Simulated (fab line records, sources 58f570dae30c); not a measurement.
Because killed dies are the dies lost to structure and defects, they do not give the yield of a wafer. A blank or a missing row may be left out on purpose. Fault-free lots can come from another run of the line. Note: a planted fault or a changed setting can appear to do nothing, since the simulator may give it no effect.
A struck lot beside a sound one + flow berkeley cmos170 + 16 out of 331 route steps
Sound: the wafers L529.1, L529.3, L529.5. Wafers struck: L540.4, L540.5, L540.6. The cause comes at the end.
Per side, at each step with rows, come the tool, then ch with its chambers, and then its first start. Under that, the readings that differ: sound wafers + struck wafers + difference of the means + sigmas: that difference in standard deviations of wafers without a fault.
alike: readings with means less than 2 such deviations apart, plus words and numbers identical on both sides. not compared: withheld readings, readings lacking a value on some wafer, bounds such as >300 that could conceal the same value, and numbers that have no deviation in the record and whose values overlap.
A row with sigmas, a row that says differs or no value, or rows on one side alone: a step with any of these is where the two part. Numbers that don't overlap but have no deviation are shown without sigmas and don't part them. A reading missing from all wafers of one side parts the sides only when that side holds two or more wafers.

first, 1 step without rows for these wafers: UCB170_START_OXIDATION_02 (target thk 20 nm, ox time 1800 s).
UCB170_START_THK_MEAS_03:
  struck on film metro-01, day 4 05:52; sound on film metro-01, day 1 23:21
  alike: START_OXIDE_THK
then, 7 steps without rows for these wafers: UCB170_START_ANNEAL_04 (time 1200 s); UCB170_ZERO_HMDS_00 (prime time 60 s); UCB170_ZERO_COAT_01 (resist thk 900 nm); UCB170_ZERO_SOFTBAKE_02 (time 60 s); UCB170_ZERO_EXPOSE_03 (exposes mask PM MARKS, target cd 4000 nm); UCB170_ZERO_PEB_04; UCB170_ZERO_DEVELOP_05 (develop time 45 s).
UCB170_ZERO_ETCH_06: etches SiO2 in CHF3/CF4/Ar, time 12 s.
  sound on rie diel-04 ch 0,3, day 2 03:17; struck on rie diel-04 ch 0,1,2, day 4 08:17
  alike: drypump motor current A, oes product au, rf fwd power W, throttle valve pct
  not compared: rf hours counter h
UCB170_ZERO_STRIP_07: strips in O2.
  sound on plasma asher-01 ch 0, day 2 03:19; struck on plasma asher-01 ch 0,1, day 4 08:20
  alike: drypump motor current A, oes product au, strip time to endpoint s
  not compared: rf hours counter h
then, 1 step without rows for these wafers: UCB170_NWELL_WET_ETCH_00 (etches SiO2 in dHF, time 200 s).
UCB170_NWELL_OXIDATION_01: target thk 26.4 nm, ox time 1260 s.
  sound on furnace-02 ch 0, day 2 05:28; struck on furnace-01 ch 0, day 4 14:02
| reading                   | sound          | struck         | difference | sigmas |
|---------------------------|----------------|----------------|------------|--------|
| zone power source pct (%) | 31.2 31.0 31.6 | 36.1 36.3 36.4 | +5.0       | +2     |
  alike: zone power load pct
UCB170_NWELL_THK_MEAS_02:
  struck on film metro-04, day 4 15:25; sound on film metro-03, day 2 06:49
| reading              | sound          | struck         | difference | sigmas |
|----------------------|----------------|----------------|------------|--------|
| NWELL_OXIDE_THK (nm) | 25.5 26.0 26.1 | 42.3 42.3 41.3 | +16.1      | +37    |
then, 1 step without rows for these wafers: UCB170_NWELL_ANNEAL_03 (time 900 s).
UCB170_M3_PROBE_99:
  the record has rows for the sound wafers here (prober-02, day 7 19:52) and none for the struck ones

== WHERE THEY PART ==
Last at UCB170_M3_PROBE_99 as far as this record goes, first at UCB170_NWELL_OXIDATION_01.

WHY: whatever the simulator had introduced
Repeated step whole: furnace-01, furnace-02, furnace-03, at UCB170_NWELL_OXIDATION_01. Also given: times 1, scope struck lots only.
